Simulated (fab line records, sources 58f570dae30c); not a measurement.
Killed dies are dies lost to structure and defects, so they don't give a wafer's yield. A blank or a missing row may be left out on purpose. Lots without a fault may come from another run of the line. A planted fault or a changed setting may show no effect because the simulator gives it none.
fab line records | flow berkeley_cmos170
record lots=14 wafers=42 last_day=12
route steps=331 shown SDANNEAL@204 V2@292 M3@311
lots that met no fault: from a run of the same line without faults
start_h: hours from the record's first day to the start of the lot's first wafer shown | wait_h: hours since the lot's step before | " the same as in the row above | L1.1+2: a row that stands for several wafers | - no value, or no start given | * or withheld: withheld | < > ~ a bound
route shown NAME@n: a module of which the file shows steps, and the number in the route of the first | usual: mean/standard deviation of fault-free wafers | same: alike in all rows | chamber/n: place in a boat | sites: the reading at each site | _std_site: their standard deviation | _edge_site: outer sites' mean less inner sites' | radius_mm: how far each site lies from the wafer's centre | mask NAME#n: copy n | behind: the tool/chamber that last shaped the wafer | hold: why the lot was held/for how many hours/how that ended | device: the transistor (n, p or np) that didn't switch | end of line: the same wafers' tests at the end of the route | a step without rows: its recipe alone | killed: dies lost to structure and defects at the first sort, not the wafer's yield | map: a wafer's dies, x killed, . not, _ none there
set.NAME: the setting as run; set.NAME@STEP: as run at that earlier step | model.NAME: the simulator's own value behind a step, which no gauge read
steps of the route over a sample of lots; a table a step, a row a wafer
services: from which hour (start_h, from the record's first day; less than 0 if before it) a tool's chamber was out of use, for how many hours, and why
## steps
# step UCB170_SDANNEAL_RTA_00
# recipe temp_c=900 time_s=10 ambient=N2
# usual anneal_temp_c_max=905.0/1.2 chamber_o2_ppm=2.002/0.021 lamp_power_pct=26/5 wafer_temp_C_max=905.2/1.4
# columns lot.wafer tool chamber start_h wait_h anneal_temp_c_max chamber_o2_ppm lamp_power_pct wafer_temp_C_max
L236.2 rtp_anneal-01 0 139.05 0.0 904.7 2.021 31 904.5
L236.4 " 0 " " 903.4 2.021 31 903.7
L236.5 " 0 " " 903.9 2.000 31 903.7
L237.2 rtp_anneal-01 0 145.56 0.0 903.7 2.031 31 904.1
L237.3 " 0 " " 904.1 2.040 31 904.3
L237.4 " 0 " " 902.9 2.011 31 904.7
L238.1 rtp_anneal-01 0 163.59 0.0 903.3 2.030 31 903.6
L238.2 " 0 " " 904.6 2.037 31 904.1
L238.3 " 0 " " 905.3 2.033 31 904.1
L241.4 rtp_anneal-01 0 166.04 0.0 904.6 1.997 31 904.5
L241.5 " 0 " " 903.6 2.005 31 903.7
L241.6 " 0 " " 904.0 2.005 31 904.1
L242.1 rtp_anneal-02 0 166.32 0.0 903.8 2.012 21 905.7
L242.2 " 0 " " 906.7 2.003 21 904.9
L242.6 " 0 " " 907.3 2.012 21 905.7
L245.2 rtp_anneal-02 0 184.16 0.0 905.5 1.992 21 906.5
L245.3 " 0 " " 903.7 2.029 21 906.0
L245.4 " 0 " " 905.5 2.032 21 904.7
L243.2 rtp_anneal-02 0 185.15 0.0 904.8 2.013 21 907.3
L243.4 " 0 " " 907.1 1.987 21 906.3
L243.6 " 0 " " 906.1 1.988 21 904.9
L244.2 rtp_anneal-01 - 185.32 0.0 - - - -
L244.3 " - " " - - - -
L244.6 " - " " - - - -
L246.2 rtp_anneal-02 - 189.07 0.0 - - - -
L246.4 " - " " - - - -
L246.6 " - " " - - - -
L255.1 rtp_anneal-02 0 235.17 0.0 905.2 2.010 21 907.1
L255.2 " 0 " " 905.6 1.977 21 905.9
L255.3 " 0 " " 905.4 2.003 21 904.4
L256.1 rtp_anneal-01 0 235.75 0.0 904.2 1.948 31 903.2
L256.2 " 0 " " 906.5 1.938 31 904.5
L256.3 " 0 " " 904.3 1.960 31 905.2
L257.1 rtp_anneal-02 0 240.59 0.0 906.6 2.028 21 905.9
L257.3 " 0 " " 906.0 1.990 21 905.0
L257.5 " 0 " " 905.1 1.967 21 908.6
L259.2 rtp_anneal-01 0 260.60 0.0 904.6 2.002 31 905.4
L259.4 " 0 " " 904.3 2.022 31 904.1
L259.6 " 0 " " 902.9 1.991 31 903.9
L258.2 rtp_anneal-02 0 260.95 0.0 908.4 1.979 21 906.7
L258.3 " 0 " " 906.5 2.021 21 906.6
L258.4 " 0 " " 906.9 1.991 21 907.5
# step UCB170_V2_CVD_00
# recipe material=SiO2 target_thk_nm=2000 temp_c=390 precursor=TEOS/O2 time_s=250 rf_w=550 pressure_mtorr=9000
# usual heater_power_w=240/57 rf_fwd_power_W=548.4/1.9
# columns lot.wafer tool chamber start_h wait_h heater_power_w rf_fwd_power_W
L236.2 pecvd-02 2 157.57 0.1 273 549.1
L236.4 " 1 " " 240 549.6
L236.5 " 2 " " 208 548.6
L237.2 pecvd-03 0 166.53 0.1 224 547.7
L237.3 " 1 " " 203 551.7
L237.4 " 1 " " 158 550.9
L238.1 pecvd-03 0 181.43 0.1 205 550.4
L238.2 " 1 " " 174 548.3
L238.3 " 2 " " 255 551.3
L241.4 pecvd-02 0 187.14 0.1 208 550.2
L241.5 " 1 " " 245 547.5
L241.6 " 2 " " 298 545.3
L242.1 pecvd-03 1 188.79 0.1 205 549.7
L242.2 " 2 " " 307 550.0
L242.6 " 2 " " 251 551.7
L243.2 pecvd-04 2 207.43 0.1 303 554.1
L243.4 " 2 " " 212 552.7
L243.6 " 0 " " 182 546.3
L245.2 pecvd-03 1 207.80 0.1 167 551.5
L245.3 " 2 " " 341 549.4
L245.4 " 0 " " 181 548.9
L255.1 pecvd-02 2 255.08 0.1 245 546.4
L255.2 " 0 " " 276 548.0
L255.3 " 1 " " 314 547.5
L256.1 pecvd-03 2 255.22 0.1 344 545.8
L256.2 " 1 " " 236 546.8
L256.3 " 0 " " 240 549.0
L257.1 pecvd-03 2 262.30 0.1 253 548.5
L257.3 " 0 " " 252 549.8
L257.5 " 2 " " 332 547.3
L259.2 pecvd-02 2 279.70 0.1 308 549.1
L259.4 " 0 " " 203 545.8
L259.6 " 2 " " 217 547.3
L258.2 pecvd-03 1 280.25 0.1 232 550.3
L258.3 " 2 " " 348 546.9
L258.4 " 0 " " 178 547.6
# step UCB170_V2_ETCH_14
# recipe chemistry=CHF3/CF4/Ar target=SiO2 stop_on=Al CHF3_flow_sccm=45 cf4_flow_sccm=15 Ar_flow_sccm=150 pressure_mtorr=200 rf_w=700 target_depth_a=12500 over_etch_frac=0.25 time_s=291
# usual chamber_pressure_mTorr=200.01/0.17 drypump_motor_current_A=5.8/0.55 oes_product_au=0.872/0.013 rf_fwd_power_W=698.3/2.3 throttle_valve_pct=6.93/0.14
# columns lot.wafer tool chamber start_h wait_h chamber_pressure_mTorr drypump_motor_current_A oes_product_au rf_fwd_power_W rf_hours_counter_h throttle_valve_pct
L236.2 rie_diel-02 1 159.58 0.0 200.07 6.7 0.875 701.7 13 7.09
L236.4 " 1 " " 200.14 6.7 0.880 701.1 - 7.09
L236.5 " 0 " " 200.33 6.4 0.869 702.8 - 7.04
L237.2 rie_diel-03 3 168.67 0.0 200.12 5.0 0.862 698.4 111 6.80
L237.3 " 1 " " 199.74 5.1 0.849 699.8 115 7.14
L237.4 " 0 " " 199.99 6.0 0.875 699.3 4 6.86
L238.1 rie_diel-03 2 185.29 0.0 199.83 5.7 0.885 696.0 98 6.99
L238.2 " 0 " " 200.31 6.0 0.873 697.4 6 6.87
L238.3 " 3 " " 200.18 5.0 0.863 698.6 113 6.79
L241.4 rie_diel-03 0 189.34 0.0 200.12 6.0 0.876 699.4 6 6.85
L241.5 " 3 " " 199.87 5.0 0.871 699.9 - 6.78
L241.6 " 0 " " 200.01 6.0 0.875 697.1 - 6.87
L242.1 rie_diel-03 0 190.88 0.0 199.92 6.1 0.873 699.6 6 6.87
L242.2 " 1 " " 199.93 5.0 0.855 697.9 117 7.14
L242.6 " 1 " " 200.05 5.0 0.855 695.6 - 7.14
L243.2 rie_diel-02 3 210.02 0.0 199.92 5.7 0.866 698.5 74 6.82
L243.4 " 1 " " 199.93 6.7 0.868 700.0 18 7.09
L243.6 " 0 " " 200.30 6.4 0.860 698.1 - 7.02
L245.2 rie_diel-03 1 210.11 0.0 200.07 5.0 0.867 698.6 118 7.14
L245.3 " 3 " " 199.97 4.9 0.867 699.8 115 6.78
L245.4 " 0 " " 200.03 6.0 0.876 696.7 7 6.86
L255.1 rie_diel-01 2 257.86 0.0 199.98 6.2 0.887 700.6 28 6.84
L255.2 " 3 " " 199.82 5.6 0.879 697.7 98 6.79
L255.3 " 0 " " 200.10 5.9 0.870 701.2 14 6.70
L256.1 rie_diel-03 3 258.37 0.0 199.99 5.0 0.864 699.7 117 6.80
L256.2 " 1 " " 199.77 5.1 0.851 696.3 121 7.15
L256.3 " 2 " " 200.25 5.7 0.888 694.9 102 6.97
L257.1 rie_diel-01 3 264.17 0.0 200.01 5.6 0.883 700.0 99 6.78
L257.3 " 0 " " 199.98 5.9 0.880 700.7 15 6.70
L257.5 " 0 " " 199.95 5.9 0.877 703.2 - 6.71
L259.2 rie_diel-03 0 281.76 0.0 199.77 6.0 0.875 698.7 11 6.86
L259.4 " 2 " " 200.11 5.7 0.888 697.8 103 6.99
L259.6 " 0 " " 199.90 6.0 0.864 698.2 - 6.86
L258.2 rie_diel-03 0 283.72 0.0 200.13 6.0 0.873 697.2 11 6.86
L258.3 " 1 " " 199.63 5.0 0.856 697.9 122 7.14
L258.4 " 2 " " 199.92 5.7 0.891 695.9 103 7.00
# step UCB170_M3_RS_MEAS_02
# recipe thk_meas_gauge=four-point-probe reads=Al_of_M3_SPUTTER_01
# usual M3_AL_RS=0.0322/0.00039
# columns lot.wafer tool chamber start_h wait_h M3_AL_RS[ohm/sq]
L236.2 film_metro-01 - 160.15 0.1 0.0324
L236.4 " - " " 0.0318
L236.5 " - " " 0.0321
L237.2 film_metro-01 - 169.24 0.1 0.0327
L237.3 " - " " 0.0327
L237.4 " - " " 0.0329
L238.1 film_metro-03 - 185.84 0.0 0.0323
L238.2 " - " " 0.0325
L238.3 " - " " 0.0324
L241.4 film_metro-01 - 189.95 0.1 0.0319
L241.5 " - " " 0.0316
L241.6 " - " " 0.0318
L242.1 film_metro-03 - 191.43 0.0 0.0321
L242.2 " - " " 0.0318
L242.6 " - " " 0.0316
L243.2 film_metro-01 - 210.59 0.1 0.0325
L243.4 " - " " 0.0325
L243.6 " - " " 0.0325
L245.2 film_metro-04 - 210.69 0.1 0.0321
L245.3 " - " " 0.0324
L245.4 " - " " 0.0317
L255.1 film_metro-01 - 258.41 0.0 0.0324
L255.2 " - " " 0.0326
L255.3 " - " " 0.0321
L256.1 film_metro-01 - 258.92 0.0 0.0322
L256.2 " - " " 0.0324
L256.3 " - " " 0.0326
L257.1 film_metro-04 - 264.71 0.0 0.0319
L257.3 " - " " 0.0320
L257.5 " - " " 0.0324
L259.2 film_metro-03 - 282.33 0.1 0.0320
L259.4 " - " " 0.0317
L259.6 " - " " 0.0318
L258.2 film_metro-01 - 284.33 0.1 0.0313
L258.3 " - " " 0.0313
L258.4 " - " " 0.0313
## services
# columns tool chamber start_h hours kind
pecvd-02 0 117.29 26.3 repair
rie_diel-01 1 126.60 3.2 repair
pecvd-02 - 135.50 14.0 pm
pecvd-02 0 135.50 14.0 vent_cycle
pecvd-02 1 135.50 14.0 vent_cycle
pecvd-02 2 135.50 14.0 vent_cycle
rie_diel-02 2 145.85 15.8 repair
pecvd-02 0 149.50 - clean
pecvd-02 1 149.50 - clean
pecvd-02 2 149.50 - clean
pecvd-04 - 149.50 28.1 pm
rie_diel-01 - 158.29 56.2 repair
rie_diel-02 0 161.69 - clean
rie_diel-02 0 161.69 15.3 scheduled_down
pecvd-02 - 172.72 0.2 repair
rie_diel-01 - 172.93 19.7 repair
pecvd-04 1 178.72 7.5 repair
rie_diel-02 0 184.75 11.8 repair
pecvd-02 0 195.38 9.4 repair
pecvd-04 2 199.56 4.6 repair
rie_diel-01 - 219.29 0.7 repair
pecvd-02 2 225.05 4.3 repair
rie_diel-01 2 229.54 2.3 repair
rtp_anneal-01 - 276.77 4.3 pm
## key
first_sign step=UCB170_SDANNEAL_RTA_00 reading=tool_record direction=missing
effect none on later readings
met_at UCB170_SDANNEAL_RTA_00
struck_lots L244,L246
later_rows_left_out L244.2,L244.3,L244.6,L246.2,L246.4,L246.6
sort_left_out L244.2,L244.3,L244.6,L246.2,L246.4,L246.6
tester_left_out L244,L246
not_acting_at UCB170_V2_CVD_00,UCB170_V2_ETCH_14,UCB170_M3_RS_MEAS_02
onset_between 185.15 185.32
fault kind=skipped_step_whole tool=rtp_anneal-01,rtp_anneal-02 chamber=- onset_h=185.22 steps=UCB170_SDANNEAL_RTA_00 scope=struck_lots_only
# tester_left_out: of these lots the tester's yield and bins aren't shown, on N5 and GAA mostly nor the transistor test; their killed dies are dies lost to structure and defects alone, not to doping, threshold or leakage, so they don't give the yield
# sort_left_out: the simulated sort isn't trusted on such a fault, so these wafers' sort isn't shown, and their yield isn't known
# later_rows_left_out: the simulator's readings of these wafers behind a module that went badly wrong aren't trusted and aren't shown, but for the sort
